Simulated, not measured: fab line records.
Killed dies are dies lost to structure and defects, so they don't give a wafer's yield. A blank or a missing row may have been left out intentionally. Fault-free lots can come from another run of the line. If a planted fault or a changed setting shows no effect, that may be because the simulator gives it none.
Problem report in the 8D (eight disciplines) form, filled by code -- flow berkeley_cmos170 -- the parts of the form that need people (team, actions taken, sign-off) are left out

## 1. WHAT WENT WRONG
Wafers without a fault read 700.3 nm, standard deviation 3; cd_nm at UCB170_M1_CD_MEAS_90 reads a mean of 678.4 nm on 6 wafers belonging to 2 lots. That is -7.3 standard deviations from the usual mean.
The step: target cd 700 nm.
Earliest sighting: wafer L202.1 on cd_sem-02 at day 10 22:59. At this step, 42 wafers from 14 lots have a number in the record. By rule, "out" or "out of limits" means more than 4 standard deviations away from the usual mean. The rest of the wafers with a number are treated as sound.

## 2. WHAT IT IS, WHAT IT ISN'T
question,is,is not
which readings at this step,cd_nm,-
which lots,"L202, L207","L188, L189, L190, L191, L192, L193, L196, L197, L199, L208, L210, L211"
which wafers of those lots,all that have a number,-
read on which gauges,cd_sem-02,cd_sem-01
when,from day 10 22:59,"up to then (27 sound wafers); but 9 sound wafers of L208, L210, L211 came after"

## 3. THE SUSPECTS, EACH WITH WHAT RULES IT OUT
Counting: a tool stays on the suspect list if, at a process step up to the reading, it processed all lots that are out and no sound lot following the first of them.
- the gauge at UCB170_M1_CD_MEAS_90 is ruled out. All the wafers that are out were read on cd_sem-02, but those of them that UCB170_M1_STRIP_13 has rows for are out there too, on other tools.
- rie_metal-02 at UCB170_M1_METAL_ETCH_12 (etches Al in Cl2/BCl3, stops on PSG, target depth 780 nm, time 130 s): kept. It processed each lot that is out, first L202 at day 10 22:46, and no sound lot thereafter; up to then, the last sound lot it processed was L199 at day 9 01:25.
The count leaves rie_metal-02 at UCB170_M1_METAL_ETCH_12.

## 4. THE CAUSE (what the simulator had put in)
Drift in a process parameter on rie_metal-02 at UCB170_M1_METAL_ETCH_12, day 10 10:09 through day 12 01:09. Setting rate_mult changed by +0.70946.
After counting, this tool was the only one left.

## 5. SEQUENCE OF EFFECTS, ordered by route
Each row: a reading where the mean over the struck wafers with a number is more than 3 standard deviations away from the usual. Only readings whose record carries a usual standard deviation are examined. hours: median over the lots of the time between each lot's start at the first step of this table that gives one and its start at this step. sigmas: the change, counted in usual standard deviations.
hours,step,reading,usual,on struck wafers,change,sigmas
0,UCB170_M1_STRIP_13,oes_product_au,0.720 a.u.,0.468,-0.252,-48
0,UCB170_M1_CD_MEAS_90,cd_nm,700.3 nm,678.4,-21.9,-7.3
Process steps it contains:
- UCB170_M1_STRIP_13: strips in O2.

## 6. HOW IT WOULD HAVE BEEN CAUGHT EARLIER
Counted from the fault's start at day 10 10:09, it took 13 hours until the first out-of-limits reading at a measuring or inspecting step in this record, taken at day 10 22:59.
Tool readings at UCB170_M1_METAL_ETCH_12 with a usual standard deviation given in the record: none out on any struck wafer, hence no alarm at a limit of 4 standard deviations on them.
L207, from the lots that are out (2), started UCB170_M1_METAL_ETCH_12 on rie_metal-02 later than day 10 22:59. Putting the tool on hold at that point would have spared it.
